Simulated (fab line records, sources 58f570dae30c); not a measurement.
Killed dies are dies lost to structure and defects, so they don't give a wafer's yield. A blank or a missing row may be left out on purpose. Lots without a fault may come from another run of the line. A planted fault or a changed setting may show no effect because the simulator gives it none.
A struck lot beside a sound one | flow berkeley_cmos170 | 31 steps out of a route of 331
Sound: wafers L778.3, L778.4, L778.5. Struck: wafers L777.1, L777.6. (L777.3 of the same lot was not struck and is left out.) The cause comes at the end.
At each step with rows: each side's tool, then ch and its chambers, then its first start. Under that, the readings that differ: sound wafers | struck wafers | difference of the means | sigmas: that difference in standard deviations of wafers without a fault.
alike: readings whose means differ by less than 2 such deviations, and words and numbers that are the same on both sides. not compared: withheld readings, readings that some wafer has no value for, bounds like >300 that may hide the same value, and numbers for which the record gives no deviation and whose values overlap.
The two part at a step that has a row with sigmas, a row that says differs or no value, or rows on one side only. Numbers that don't overlap but have no deviation are shown without sigmas and don't part them. A reading that every wafer of one side lacks parts them only if that side has two wafers or more.

first, 6 steps without rows for these wafers: UCB170_V1_HMDS_06 (prime time 60 s); UCB170_V1_COAT_07 (resist thk 900 nm); UCB170_V1_SOFTBAKE_08 (time 60 s); UCB170_V1_EXPOSE_09 (exposes mask VIA1, target cd 700 nm); UCB170_V1_PEB_10; UCB170_V1_DEVELOP_11 (develop time 45 s).
UCB170_V1_CD_MEAS_12: target cd 700 nm.
  sound on cd_sem-02, day 11 00:52; struck on cd_sem-02, day 11 00:37
  alike: cd_nm
UCB170_V1_OVL_MEAS_13:
  sound on overlay-01, day 11 00:58; struck on overlay-02, day 11 00:44
  alike: V1_OVL
UCB170_V1_ETCH_14: etches SiO2 in CHF3/CF4/Ar, stops on Al, target depth 1250 nm, time 291 s.
  sound on rie_diel-02 ch 0,2, day 11 00:59; struck on rie_diel-01 ch 2, day 11 00:47
  alike: drypump_motor_current_A, mfc_ar_sccm, oes_product_au, throttle_valve_pct
  not compared: rf_hours_counter_h
UCB170_V1_STRIP_15: strips in O2.
  sound on plasma_asher-03 ch 0,1, day 11 01:12; struck on plasma_asher-04 ch 0,1, day 11 00:57
  alike: drypump_motor_current_A, oes_product_au, strip_time_to_endpoint_s
  not compared: rf_hours_counter_h
UCB170_V1_CD_MEAS_90: target cd 700 nm.
  sound on cd_sem-02, day 11 01:20; struck on cd_sem-02, day 11 01:03
  alike: cd_nm
then, 1 step without rows for these wafers: UCB170_M2_PRE_CLEAN_00 (preclean etch time 60 s).
UCB170_M2_SPUTTER_01: material Al, target thk 900 nm, time 120 s.
  sound on pvd_sputter-01, day 11 01:29; struck on pvd_sputter-04, day 11 01:14
  reading                               | sound             | struck    | difference | sigmas
  model.Al_of_M2_SPUTTER_01.thk_nm (nm) | 884.3 876.3 882.8 | 1192 1191 | +310       |
  alike: throttle_valve_pct
UCB170_M2_RS_MEAS_02: measures by four-point-probe.
  sound on film_metro-01, day 11 01:36; struck on film_metro-03, day 11 01:19
  reading           | sound                   | struck          | difference | sigmas
  M2_AL_RS (ohm/sq) | 0.03286 0.03301 0.03289 | 0.02418 0.02421 | -0.00872   | -30
UCB170_M2_THK_MEAS_03: measures by xrf.
  sound on film_metro-01, day 11 01:42; struck on film_metro-03, day 11 01:26
  reading        | sound       | struck    | difference | sigmas
  M2_AL_THK (nm) | 892 888 888 | 1196 1200 | +309       | +37
then, 3 steps without rows for these wafers: UCB170_M2_HMDS_04 (prime time 60 s); UCB170_M2_COAT_05 (resist thk 900 nm); UCB170_M2_SOFTBAKE_06 (time 60 s).
UCB170_M2_STRIP_07: strips in O2.
  sound on plasma_asher-03 ch 0,1, day 11 02:14; struck on plasma_asher-01 ch 1, day 11 01:57
  reading               | sound             | struck      | difference | sigmas
  oes_product_au (a.u.) | 0.729 0.726 0.731 | 0.740 0.735 | +0.009     | +2
  alike: drypump_motor_current_A, strip_time_to_endpoint_s
  not compared: rf_hours_counter_h
then, 7 steps without rows for these wafers: UCB170_M2_STRIP_08 (strips KrF in DMSO, time 600 s); UCB170_M2_COAT_09; UCB170_M2_COAT_10 (resist thk 900 nm); UCB170_M2_SOFTBAKE_11 (time 60 s); UCB170_M2_EXPOSE_12 (exposes mask METAL2, target cd 700 nm); UCB170_M2_PEB_13; UCB170_M2_DEVELOP_14 (develop time 45 s).
UCB170_M2_CD_MEAS_15: target cd 700 nm.
  sound on cd_sem-01, day 11 05:04; struck on cd_sem-02, day 11 03:26
  alike: cd_nm
UCB170_M2_OVL_MEAS_16:
  sound on overlay-02, day 11 05:10; struck on overlay-02, day 11 03:34
  alike: M2_OVL
UCB170_M2_ETCH_17: etches BARC in N2/H2.
  sound on rie_diel-01 ch 1,2, day 11 05:11; struck on rie_diel-02 ch 0,2, day 11 03:35
  alike: drypump_motor_current_A, oes_product_au, throttle_valve_pct
UCB170_M2_METAL_ETCH_18: etches Al in Cl2/BCl3, stops on SiO2, target depth 1170 nm, time 195 s.
  sound on rie_metal-02 ch 0,1, day 11 05:18; struck on rie_metal-04 ch 0,1, day 11 03:38
  reading               | sound             | struck      | difference | sigmas
  oes_product_au (a.u.) | 0.842 0.864 0.856 | 0.943 1.000 | +0.118     | +8
  alike: drypump_motor_current_A, throttle_valve_pct
  not compared: rf_hours_counter_h
UCB170_M2_STRIP_19: strips in O2.
  sound on plasma_asher-02 ch 0,1, day 11 05:27; struck on plasma_asher-01 ch 0, day 11 03:49
  alike: drypump_motor_current_A, oes_product_au
  not compared: rf_hours_counter_h

WHERE THEY PART
First at UCB170_M2_RS_MEAS_02; last, within this record, at UCB170_M2_METAL_ETCH_18. Later steps at which nothing parts them and some readings are alike: UCB170_M2_STRIP_19.

WHY: what the simulator had put in
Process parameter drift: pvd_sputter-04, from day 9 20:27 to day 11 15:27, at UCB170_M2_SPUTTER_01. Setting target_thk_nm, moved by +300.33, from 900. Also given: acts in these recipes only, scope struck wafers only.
